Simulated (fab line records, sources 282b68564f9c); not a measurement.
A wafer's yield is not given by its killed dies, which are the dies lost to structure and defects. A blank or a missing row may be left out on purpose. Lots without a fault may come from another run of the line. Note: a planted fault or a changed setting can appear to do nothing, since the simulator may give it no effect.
Comparing a struck lot with a sound one :: flow ritCmos :: 18 steps out of a route of 202
Sound: the wafers L124.1, L124.5, L124.6. Struck: wafers L130.2, L130.5 (left out: L130.3, a lot-mate that was not struck); the cause follows at the end.
Each step with rows lists, per side, the tool, then ch with its chambers, then its first start. Under that, the readings that differ: sound wafers :: struck wafers :: difference of the means :: sigmas: that difference in standard deviations of wafers without a fault.
alike: readings whose means differ by less than 2 such deviations, and words and numbers that are the same on both sides. not compared: withheld readings, readings that some wafer has no value for, bounds like >300 that may hide the same value, and numbers for which the record gives no deviation and whose values overlap.
The two part at a step that has a row with sigmas, a row that says differs or no value, or rows on one side only. Numbers that have no deviation but don't overlap get no sigmas and don't part them. A reading that every wafer of one side lacks parts them only if that side has two wafers or more.

RIT_M1_SPUTTER_00: material Al, target thk 400 nm, time 484.9 s.
  sound: pvdSputter-02 at day 3 15:40; struck: pvdSputter-02 at day 4 22:19
  alike: throttleValvePct
RIT_M1_RS_MEAS_01: measurement is done with a four-point probe.
  sound: filmMetro-02 at day 3 15:58; struck: filmMetro-03 at day 4 22:38
  alike: M1_AL_RS
RIT_M1_THK_MEAS_02: measures by xrf.
  sound: filmMetro-02 at day 3 16:05; struck: filmMetro-03 at day 4 22:45
  alike: M1_AL_THK
then, 6 steps without rows for these wafers: RIT_M1_HMDS_03 (prime time 60 s); RIT_M1_COAT_04 (resist thk 1300 nm); RIT_M1_SOFTBAKE_05 (time 60 s); RIT_M1_EXPOSE_06 (exposes mask M12, target cd 2600 nm); RIT_M1_PEB_07; RIT_M1_DEVELOP_08 (develop time 70.4 s).
RIT_M1_CD_MEAS_09: target cd 2600 nm.
  sound: cdSem-01 at day 3 17:01; struck: cdSem-01 at day 4 23:45
  alike: cdNm
RIT_M1_OVL_MEAS_10:
  sound: overlay-02 at day 3 17:08; struck: overlay-01 at day 4 23:52
  alike: M1_OVL
then, 1 step without rows for these wafers: RIT_M1_HARDBAKE_11 (time 120 s).
RIT_M1_METAL_ETCH_12: etches Al in Cl2/BCl3, stops on SiO2, time 165 s, target depth 600 nm.
  sound on rieMetal-03 ch 0,1, day 3 17:25; struck on rieMetal-03 ch 0, day 5 00:08
reading: rfFwdPowerW (W)
sound: 248.5 248.6 249.5
struck: 151.2 148.4
difference: -99.1
sigmas: -99 or more

reading: model.NOVOLAK_of_M1_COAT_04.thkNm (nm)
sound: 804.2 802.5 791.5
struck: 930.6 932.8
difference: +132.3
sigmas: 

reading: model.M1.featureDepthNm (nm)
sound: 411 419.2 421.2
struck: 370 368
difference: -48
sigmas: 

reading: model.etch.depthNm (nm)
sound: 378.7 386.7 387.5
struck: 370 368
difference: -15
sigmas: 
  alike: bcl3FlowSccm, drypumpMotorCurrentA, oesProductAu, throttleValvePct
  not compared: rfHoursCounterH
then, 1 step without rows for these wafers: RIT_M1_STRIP_13 (strips in nmp, time 600 s).
RIT_M1_STRIP_14: strips in O2, time 180 s.
  sound on plasmaAsher-02 ch 0,1, day 3 17:46; struck on plasmaAsher-04 ch 0,1, day 5 00:32
  alike: drypumpMotorCurrentA, rfReflPowerW
  not compared: rfHoursCounterH
RIT_M1_CD_MEAS_90: target cd 2600 nm.
  sound: cdSem-01 at day 3 17:56; struck: cdSem-02 at day 5 00:43
reading: cdNm (nm)
sound: 2602 2600 2599
struck: 2613 2615
difference: +14
sigmas: +4
then, 1 step without rows for these wafers: RIT_M1_ANNEAL_15 (time 1866 s).
RIT_M1_PROBE_99:
  sound: prober-02 at day 3 19:41; struck: prober-02 at day 5 02:29
reading: defectLimitedYield (%)
sound: 95.8 97.7 98.1
struck: 3.4 2.3
difference: -94.4
sigmas: -86

reading: killed_at_M0_to_M3
sound: 0 0 0
struck: 247 249
difference: +248
sigmas: +99 or more

reading: killedDies
sound: 11 6 5
struck: 255 258
difference: +249
sigmas: +83

reading: killedOnRim
sound: 0 0 1
struck: 64 64
difference: +64
sigmas: +42

reading: model.etest.tester.sortNPass
sound: 253 258 259
struck: 0 0
difference: -257
sigmas: 

reading: model.etest.tester.sortYieldPct (%)
sound: 95.83 97.73 98.11
struck: 0 0
difference: -97
sigmas: 

reading: model.etest.tester.sort_bin_5_pct (%)
sound: 1.894 1.136 1.515
struck: 95.83 96.97
difference: +94.89
sigmas: 

reading: model.etest.tester.sort_bin_3_pct (%)
sound: 0 0 0.3788
struck: 3.409 2.273
difference: +2.715
sigmas: 

reading: model.etest.selectEdgeDiodeN.overLimit
sound: 0 0 0
struck: 1 1
difference: +1
sigmas: 

reading: model.etest.pmos_0p15.overLimit
sound: 0 0 0
struck: 1 1
difference: +1
sigmas: 

reading: model.etest.capPGate.short
sound: 0 0 0
struck: 1 1
difference: +1
sigmas: 

reading: model.etest.contactPpoly.short
sound: 0 0 0
struck: 1 1
difference: +1
sigmas: 
  alike: killedAtContacts, killedAtFrontEnd, killedOpen, killedShort

## WHERE THEY PART
Last at RIT_M1_PROBE_99 as far as this record goes, first at RIT_M1_METAL_ETCH_12.

WHY: the cause the simulator had injected
rieMetal-03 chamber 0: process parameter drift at RIT_M1_METAL_ETCH_12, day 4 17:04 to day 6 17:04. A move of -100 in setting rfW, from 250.
